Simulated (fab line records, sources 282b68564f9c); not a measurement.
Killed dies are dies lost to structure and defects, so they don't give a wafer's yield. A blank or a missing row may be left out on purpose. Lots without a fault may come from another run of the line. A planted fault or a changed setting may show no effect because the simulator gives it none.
Split-lot experiment | flow rit_cmos | 5 lots, 23 wafers read, on a route of 202 steps

THE SPLIT
At RIT_PLDD_IMPLANT_08, the setting dose_cm2 was moved away from the recipe's 9e+14 on 12 of the 23 wafers read, by -4.4% to +6.6%. The other wafers ran this setting at the recipe's value.

FROM THE SPLIT TO THE READING: what the file shows between them, 13 steps
- RIT_PLDD_STRIP_09: strips in O2, time 180 s
- RIT_PLDD_TW_MEAS_10
- RIT_NSD_COAT_01: resist thk 1000 nm (also split here: spin_rpm)
- RIT_NSD_SOFTBAKE_02: time 58.81 s
- RIT_NSD_EXPOSE_03: exposes mask M9, target cd 40700 nm
- RIT_NSD_DEVELOP_05: develop time 50 s
- RIT_NSD_HARDBAKE_07: time 60 s
- RIT_NSD_IMPLANT_08 (also split here: dose_cm2)
- RIT_NSD_STRIP_09: strips in O2, time 180 s
- RIT_NSD_TW_MEAS_10
- RIT_SDANNEAL_RTA_03: time 5 s (also split here: time_s)
- RIT_SDANNEAL_RS_MEAS_04: measures by four-point-probe
- RIT_SDANNEAL_RS_MEAS_05: measures by four-point-probe

THE READING
PLDD_RS, in ohm/sq, at RIT_SDANNEAL_RS_MEAS_06 (measures by four-point-probe). Fault-free wafers of this fab line usually give 178.8 ohm/sq, standard deviation 0.5 ohm/sq.

wafer  | tool, chamber at the split | dose_cm2 as run | against the recipe | PLDD_RS, ohm/sq | against lot-mates on the recipe
L074.1 | implanter-04, 0            | 9e+14           | recipe             | 179.1           | -
L074.3 | implanter-04, 0            | 9.595e+14       | +6.6%              | 175.2           | -4.6
L074.4 | implanter-04, 0            | 9.595e+14       | +6.6%              | 173.7           | -6.1
L074.5 | implanter-04, 0            | 9e+14           | recipe             | 180.4           | -
L074.6 | implanter-04, 0            | 9.595e+14       | +6.6%              | 174.5           | -5.2
L075.3 | implanter-04, 0            | 9e+14           | recipe             | 177.8           | -
L075.5 | implanter-04, 0            | 9e+14           | recipe             | 177.5           | -
L075.6 | implanter-04, 0            | 9e+14           | recipe             | 177.8           | -
L081.1 | implanter-02, 0            | 9e+14           | recipe             | 178.7           | -
L081.2 | implanter-02, 0            | 9e+14           | recipe             | 178.5           | -
L081.3 | implanter-02, 0            | 9.59e+14        | +6.6%              | 171.0           | -7.6
L081.5 | implanter-02, 0            | 9.59e+14        | +6.6%              | 173.0           | -5.6
L081.6 | implanter-02, 0            | 9.59e+14        | +6.6%              | 171.4           | -7.2
L083.1 | implanter-04, 0            | 8.6e+14         | -4.4%              | 183.1           | +4.8
L083.2 | implanter-04, 0            | 9e+14           | recipe             | 178.1           | -
L083.3 | implanter-04, 0            | 8.6e+14         | -4.4%              | 183.1           | +4.8
L083.4 | implanter-04, 0            | 8.6e+14         | -4.4%              | 183.6           | +5.3
L083.5 | implanter-04, 0            | 9e+14           | recipe             | 178.5           | -
L085.2 | implanter-02, 0            | 8.64e+14        | -4.0%              | 182.7           | +3.6
L085.3 | implanter-02, 0            | 9e+14           | recipe             | 179.4           | -
L085.4 | implanter-02, 0            | 9e+14           | recipe             | 178.8           | -
L085.5 | implanter-02, 0            | 8.64e+14        | -4.0%              | 182.9           | +3.8
L085.6 | implanter-02, 0            | 8.64e+14        | -4.0%              | 182.9           | +3.8

THE FIT
A straight line over all 23 wafers: PLDD_RS changes by -0.906 ohm/sq for each +1% of dose_cm2; r = -0.96; the points scatter about the line by 1.1 ohm/sq.
The same after taking each lot's own level away (the mean of its wafers on the recipe; 23 wafers): -0.957 ohm/sq for each +1%; r = -0.99; scatter 0.69 ohm/sq.
On that fit, the largest move of dose_cm2 shifts the reading by 6.3 ohm/sq.
The lots' own levels span 177.70 to 179.75 ohm/sq, that is 4.1 times the standard deviation above.
So the lot-to-lot level changes the slope little: the two slopes agree.
Check: with one of the wafers moved furthest among these (+6.6%) left out of the fit, the line predicts -6.45 ohm/sq for it against its lot-mates. It came out at -4.55 ohm/sq against them.

OTHER SPLITS ON THESE WAFERS
These wafers also went through other splits before the reading. Each is held against what the fit with the lots' levels taken away leaves over:
other split on the same wafers | wafers away from the commonest value | r with PLDD_RS (lot level and that fit taken away)
RIT_NSD_COAT_01 spin_rpm       | 10                                   | -0.27
RIT_NSD_IMPLANT_08 dose_cm2    | 10                                   | +0.20
RIT_SDANNEAL_RTA_03 time_s     | 7                                    | -0.85

THE WHOLE CHAIN: every reading that the file lists as answering this split, in the file's order
step                    | what it does                 | reading | change (the file's fit)            | r (the file's)
RIT_PLDD_TW_MEAS_10     |                              | PLDD_TW | +5.79 for each +1% of the setting  | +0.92
RIT_SDANNEAL_RS_MEAS_06 | measures by four-point-probe | PLDD_RS | -0.946 for each +1% of the setting | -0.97

THE FILE'S OWN FIT
PLDD_RS changes by -0.946 ohm/sq for each +1% of dose_cm2, r = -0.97.
